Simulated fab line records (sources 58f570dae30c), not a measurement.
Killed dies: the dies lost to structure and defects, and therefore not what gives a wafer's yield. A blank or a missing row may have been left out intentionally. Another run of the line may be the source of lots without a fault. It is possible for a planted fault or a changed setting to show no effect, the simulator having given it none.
Struck lot and sound lot, side by side ; flow berkeley_cmos170 ; 20 out of 331 route steps
Sound: the wafers L169.2, L169.3, L169.4. Struck: wafer L184.2 (left out: L184.1, L184.4 of the same lot, which were not struck); the cause appears at the end.
Per side, at each step with rows, come the tool, then ch with its chambers, and then its first start. Under that, the readings that differ: sound wafers ; struck wafers ; difference of the means ; sigmas: that difference in standard deviations of wafers without a fault.
alike: same words and numbers on both sides, and readings whose means sit less than 2 such deviations apart. not compared: any withheld reading, any reading some wafer has no value for, any bound like >300 that may hide the same value, and any number with overlapping values for which the record gives no deviation.
Wherever a step has rows on one side only, a row that says differs or no value, or a row with sigmas, the two part there. Non-overlapping numbers with no deviation appear without sigmas and do not part them. Lack of a reading on every wafer of one side parts them only where that side has two or more wafers.

first, 1 step without rows for these wafers: UCB170_NWELL_OXIDATION_01 (target thk 26.4 nm, ox time 1260 s).
UCB170_NWELL_THK_MEAS_02:
  sound on film_metro-01 at day 2 02:29; struck on film_metro-01 at day 5 08:37
  alike: NWELL_OXIDE_THK
then, 2 steps without rows for these wafers: UCB170_NWELL_ANNEAL_03 (time 900 s); UCB170_NWELL_CVD_04 (deposits Si3N4 from SiH2Cl2/NH3, target thk 224 nm, time 3360 s).
UCB170_NWELL_THK_MEAS_05:
  sound on film_metro-01 at day 2 10:05; struck on film_metro-01 at day 5 15:04
  alike: NWELL_NITRIDE_THK
then, 6 steps without rows for these wafers: UCB170_NWELL_HMDS_06 (prime time 60 s); UCB170_NWELL_COAT_07 (resist thk 900 nm); UCB170_NWELL_SOFTBAKE_08 (time 60 s); UCB170_NWELL_EXPOSE_09 (exposes mask NWELL, target cd 3000 nm); UCB170_NWELL_PEB_10; UCB170_NWELL_DEVELOP_11 (develop time 45 s).
UCB170_NWELL_OVL_MEAS_12:
  sound on overlay-02 at day 2 11:41; struck on overlay-01 at day 5 16:08
  alike: NWELL_OVL
UCB170_NWELL_ETCH_13: etches Si3N4 in CH3F/Ar/O2, stops on SiO2, target depth 246.4 nm, time 154 s.
  sound on rie_diel-03 ch 0,2,3, day 2 11:43; struck on rie_diel-04 ch 3, day 5 16:10
reading;sound;struck;difference;sigmas
rf_hours_counter_h (h);3 14 6;76;+68;
model.KrF_of_NWELL_COAT_07.thk_nm (nm);720.1 719.9 720.9;609.2;-111.1;
  alike: drypump_motor_current_A, oes_product_au, rf_fwd_power_W, throttle_valve_pct
next, for these wafers, 1 step has no rows: UCB170_NWELL_IMPLANT_14.
UCB170_NWELL_STRIP_15: strips in O2.
  sound on plasma_asher-04 ch 0,1, day 2 11:58; struck on plasma_asher-02 ch 0, day 5 16:25
reading;sound;struck;difference;sigmas
drypump_motor_current_A (A);6.3 6.1 6.3;5.2;-1.0;-2
strip_time_to_endpoint_s (s);18.00 17.99 18.00;15.39;-2.61;-39
  alike: oes_product_au
  not compared: rf_hours_counter_h
UCB170_NWELL_TW_MEAS_16:
  sound on film_metro-02 at day 2 12:05; struck on film_metro-04 at day 5 16:31
  alike: NWELL_TW
then, 1 step without rows for these wafers: UCB170_NWELL_CLEAN_17 (cleans in SPM, time 600 s).
UCB170_NWELL_WET_ETCH_18: etches Si3N4 in H3PO4, time 14400 s.
  sound on wet_bench-04 ch 0, day 2 12:19; struck on wet_bench-04 ch 3, day 5 20:40
reading;sound;struck;difference;sigmas
model.SiO2_of_NWELL_OXIDATION_01.thk_nm (nm);0 0 0;25.75;+25.75;
then, 2 steps without rows for these wafers: UCB170_NWELL_WET_ETCH_19 (etches SiO2 in BOE, time 22 s); UCB170_M3_PROBE_99.

== WHERE THEY PART ==
Within this record, at UCB170_NWELL_STRIP_15 only. Later steps at which nothing parts them and some readings are alike: UCB170_NWELL_TW_MEAS_16.

WHY: what had been put in by the simulator
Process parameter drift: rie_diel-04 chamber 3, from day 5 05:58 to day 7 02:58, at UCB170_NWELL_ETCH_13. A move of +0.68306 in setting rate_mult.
